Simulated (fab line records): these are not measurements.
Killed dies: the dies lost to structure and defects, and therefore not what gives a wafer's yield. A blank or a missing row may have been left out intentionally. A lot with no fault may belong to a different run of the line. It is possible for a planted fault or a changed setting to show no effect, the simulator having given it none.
2 desks looking at one fault ; flow rit-cmos ; every desk sees just its own numbers, and what lay behind them comes last

AT THE METROLOGY DESK
What the gauges read, lot by lot, whatever tool the lot ran on: means of the sampled wafers that have a number. The brackets show how far a lot's mean lies from the usual mean; more than 4 standard deviations puts the lot out of limits, marked OUT.
Columns: A = cd-nm at RIT_M1_CD_MEAS_09, usual 2600.3 nm
lot;first seen here;A
L338;day 4 02:55;2601.2
L339;day 4 05:47;2598.7
L340;day 4 09:46;2599.4
L341;day 4 11:51;2606.5
L342;day 4 14:39;2596.2
L344;day 5 04:29;2602.2
L345;day 5 08:44;2600.3
L348;day 5 23:14;2599.3
L351;day 6 11:31;2603.0
L358;day 7 20:33;2596.7
L359;day 8 01:34;2599.7
L360;day 8 08:52;2603.0
This desk found nothing out of limits on any of the 12 lots.

THE TOOL OWNER'S DESK: litho-track-01
The tool's own readings at RIT_M1_COAT_04 (resist thk 1300 nm): means of the sampled wafers that have a number, for each lot that ran on this tool. The brackets show how far a lot's mean lies from the usual mean; more than 4 standard deviations puts the lot out of limits, marked OUT.
Columns: A = chill-plate-temp-C at RIT_M1_COAT_04, usual 22.99 C; B = dispense-pressure-kPa at RIT_M1_COAT_04, usual 54 kPa
lot;first seen here;A;B
L339;day 4 05:03;22.99;57
L344;day 5 03:46;22.93;57
L345;day 5 07:53;23.01;57
L360;day 8 08:08;22.96;57
This desk found nothing out of limits on any of the 4 lots.

TAKEN TOGETHER
At the metrology desk, nothing out of limits was observed.
The tool owner's desk saw nothing out of limits.

WHAT THE SIMULATOR HAD PUT IN
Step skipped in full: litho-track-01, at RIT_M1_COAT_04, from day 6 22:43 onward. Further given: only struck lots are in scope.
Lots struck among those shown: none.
